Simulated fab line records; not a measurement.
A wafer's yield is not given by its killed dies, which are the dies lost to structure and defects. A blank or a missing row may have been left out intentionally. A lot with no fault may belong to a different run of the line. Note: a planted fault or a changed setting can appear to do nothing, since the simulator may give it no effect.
fab line records / flow rit_cmos
[record] lots = 14 wafers = 42 last_day = 8
route steps=202 shown NWELL@30
lots with no fault: from the same line, run without faults
start_h: start of the lot's first displayed wafer, in hours after the record's first day / wait_h: hours elapsed since this lot's preceding step / " repeats the value in the row above / L1.1+2: several wafers, shown together as one row / - no value, or no start was given / * or withheld: withheld / < > ~ a bound
route shown NAME@n: names a module that has steps shown in the file, with the first one's number in the route / usual: mean and standard deviation over wafers with no fault / same: alike in all rows / chamber/n: place in a boat / sites: each site's reading / _std_site: standard deviation of those values / _edge_site: mean of outer sites minus mean of inner sites / radius_mm: for every site, how far away it sits from the centre of the wafer / mask NAME#n: copy n / behind: the tool/chamber that last shaped the wafer / hold: why the lot was held/for how many hours/how that ended / device: the n, p or np transistor that did not switch / end of line: the route-end tests of the same wafers / a step with no rows: only its recipe / killed: dies lost to structure and defects at the first sort, not the wafer's yield / map: the dies of a wafer, with x for killed, . for not killed, _ for no die there
set.NAME: the setting the step ran with; set.NAME@STEP: the setting that earlier step ran with / model.NAME: the simulator's own value behind a step, which no gauge read
one table for each step of the route and one row for each wafer, over a sample of lots
[[steps]]
[step RIT_NWELL_SOFTBAKE_02]
[recipe] resist = NOVOLAK temp_c = 90 time_s = 60
[usual] heater_power_total_W = 34.57/0.049 plate_temp_C = 90.01/0.11
lot.wafer=L767.1 tool=litho_track-04 chamber=0 start_h=31.71 wait_h=0.1 heater_power_total_W=34.57 plate_temp_C=89.93
lot.wafer=L767.3 tool=litho_track-04 chamber=0 start_h=31.71 wait_h=0.1 heater_power_total_W=34.59 plate_temp_C=90.04
lot.wafer=L767.6 tool=litho_track-04 chamber=0 start_h=31.71 wait_h=0.1 heater_power_total_W=34.57 plate_temp_C=90.16
lot.wafer=L769.3 tool=litho_track-03 chamber=0 start_h=40.38 wait_h=0.1 heater_power_total_W=34.65 plate_temp_C=90.11
lot.wafer=L769.4 tool=litho_track-03 chamber=0 start_h=40.38 wait_h=0.1 heater_power_total_W=34.61 plate_temp_C=89.86
lot.wafer=L769.6 tool=litho_track-03 chamber=0 start_h=40.38 wait_h=0.1 heater_power_total_W=34.62 plate_temp_C=89.97
lot.wafer=L770.2 tool=litho_track-04 chamber=0 start_h=42.65 wait_h=0.1 heater_power_total_W=34.60 plate_temp_C=89.81
lot.wafer=L770.5 tool=litho_track-04 chamber=0 start_h=42.65 wait_h=0.1 heater_power_total_W=34.62 plate_temp_C=89.94
lot.wafer=L770.6 tool=litho_track-04 chamber=0 start_h=42.65 wait_h=0.1 heater_power_total_W=34.56 plate_temp_C=89.74
lot.wafer=L771.3 tool=litho_track-01 chamber=0 start_h=50.42 wait_h=0.1 heater_power_total_W=34.46 plate_temp_C=90.00
lot.wafer=L771.5 tool=litho_track-01 chamber=0 start_h=50.42 wait_h=0.1 heater_power_total_W=34.53 plate_temp_C=89.89
lot.wafer=L771.6 tool=litho_track-01 chamber=0 start_h=50.42 wait_h=0.1 heater_power_total_W=34.55 plate_temp_C=90.01
lot.wafer=L772.1 tool=litho_track-03 chamber=0 start_h=56.03 wait_h=0.1 heater_power_total_W=34.62 plate_temp_C=90.00
lot.wafer=L772.2 tool=litho_track-03 chamber=0 start_h=56.03 wait_h=0.1 heater_power_total_W=34.57 plate_temp_C=90.19
lot.wafer=L772.6 tool=litho_track-03 chamber=0 start_h=56.03 wait_h=0.1 heater_power_total_W=34.49 plate_temp_C=90.30
lot.wafer=L773.1 tool=litho_track-03 chamber=0 start_h=58.07 wait_h=0.1 heater_power_total_W=34.61 plate_temp_C=90.20
lot.wafer=L773.3 tool=litho_track-03 chamber=0 start_h=58.07 wait_h=0.1 heater_power_total_W=34.60 plate_temp_C=90.04
lot.wafer=L773.5 tool=litho_track-03 chamber=0 start_h=58.07 wait_h=0.1 heater_power_total_W=34.53 plate_temp_C=89.91
lot.wafer=L774.2 tool=litho_track-01 chamber=0 start_h=62.20 wait_h=0.1 heater_power_total_W=34.62 plate_temp_C=90.02
lot.wafer=L774.4 tool=litho_track-01 chamber=0 start_h=62.20 wait_h=0.1 heater_power_total_W=34.51 plate_temp_C=90.02
lot.wafer=L774.5 tool=litho_track-01 chamber=0 start_h=62.20 wait_h=0.1 heater_power_total_W=34.54 plate_temp_C=89.83
lot.wafer=L775.3 tool=litho_track-03 chamber=0 start_h=67.65 wait_h=0.1 heater_power_total_W=34.57 plate_temp_C=90.11
lot.wafer=L775.5 tool=litho_track-03 chamber=0 start_h=67.65 wait_h=0.1 heater_power_total_W=34.56 plate_temp_C=89.93
lot.wafer=L775.6 tool=litho_track-03 chamber=0 start_h=67.65 wait_h=0.1 heater_power_total_W=34.58 plate_temp_C=90.00
lot.wafer=L776.1 tool=litho_track-04 chamber=0 start_h=78.73 wait_h=0.1 heater_power_total_W=34.56 plate_temp_C=89.86
lot.wafer=L776.3 tool=litho_track-04 chamber=0 start_h=78.73 wait_h=0.1 heater_power_total_W=34.45 plate_temp_C=89.87
lot.wafer=L776.4 tool=litho_track-04 chamber=0 start_h=78.73 wait_h=0.1 heater_power_total_W=34.52 plate_temp_C=89.84
lot.wafer=L779.1 tool=litho_track-03 chamber=0 start_h=94.88 wait_h=0.1 heater_power_total_W=34.57 plate_temp_C=90.12
lot.wafer=L779.3 tool=litho_track-03 chamber=0 start_h=94.88 wait_h=0.1 heater_power_total_W=34.60 plate_temp_C=90.11
lot.wafer=L779.6 tool=litho_track-03 chamber=0 start_h=94.88 wait_h=0.1 heater_power_total_W=34.50 plate_temp_C=90.04
lot.wafer=L783.2 tool=litho_track-04 chamber=0 start_h=120.65 wait_h=0.1 heater_power_total_W=34.55 plate_temp_C=90.23
lot.wafer=L783.3 tool=litho_track-04 chamber=0 start_h=120.65 wait_h=0.1 heater_power_total_W=34.55 plate_temp_C=89.97
lot.wafer=L783.5 tool=litho_track-04 chamber=0 start_h=120.65 wait_h=0.1 heater_power_total_W=34.62 plate_temp_C=90.03
lot.wafer=L785.2 tool=litho_track-03 chamber=0 start_h=120.94 wait_h=0.1 heater_power_total_W=31.83 plate_temp_C=85.10
lot.wafer=L785.4 tool=litho_track-03 chamber=0 start_h=120.94 wait_h=0.1 heater_power_total_W=31.96 plate_temp_C=85.04
lot.wafer=L785.5 tool=litho_track-03 chamber=0 start_h=120.94 wait_h=0.1 heater_power_total_W=31.86 plate_temp_C=84.95
lot.wafer=L786.1 tool=litho_track-03 chamber=0 start_h=131.38 wait_h=0.1 heater_power_total_W=31.82 plate_temp_C=85.05
lot.wafer=L786.5 tool=litho_track-03 chamber=0 start_h=131.38 wait_h=0.1 heater_power_total_W=31.92 plate_temp_C=84.95
lot.wafer=L786.6 tool=litho_track-03 chamber=0 start_h=131.38 wait_h=0.1 heater_power_total_W=31.85 plate_temp_C=85.03
lot.wafer=L789.3 tool=litho_track-01 chamber=0 start_h=137.44 wait_h=0.1 heater_power_total_W=34.62 plate_temp_C=90.14
lot.wafer=L789.4 tool=litho_track-01 chamber=0 start_h=137.44 wait_h=0.1 heater_power_total_W=34.59 plate_temp_C=90.14
lot.wafer=L789.6 tool=litho_track-01 chamber=0 start_h=137.44 wait_h=0.1 heater_power_total_W=34.52 plate_temp_C=90.27
[[key]]
[first_sign] step = RIT_NWELL_SOFTBAKE_02 reading = heater_power_total_W direction = down sigmas = 55 usual = 34.57 struck = 31.87
[effect] step = RIT_NWELL_SOFTBAKE_02 reading = plate_temp_C direction = down sigmas = 44 usual = * struck = *
met_at RIT_NWELL_SOFTBAKE_02
struck_lots L785,L786
tester_left_out L785,L786
onset_between 94.88 120.94
[fault] kind = process_parameter_drift tool = litho_track-03 chamber = - onset_h = 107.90 steps = RIT_NWELL_SOFTBAKE_02 channel = temp_c offset = * shape = step end_h = 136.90 acts_in = * stated = *
// tester_left_out: of these lots the tester's yield and bins aren't shown, on N5 and GAA mostly nor the transistor test; their killed dies are dies lost to structure and defects alone, not to doping, threshold or leakage, so they don't give the yield
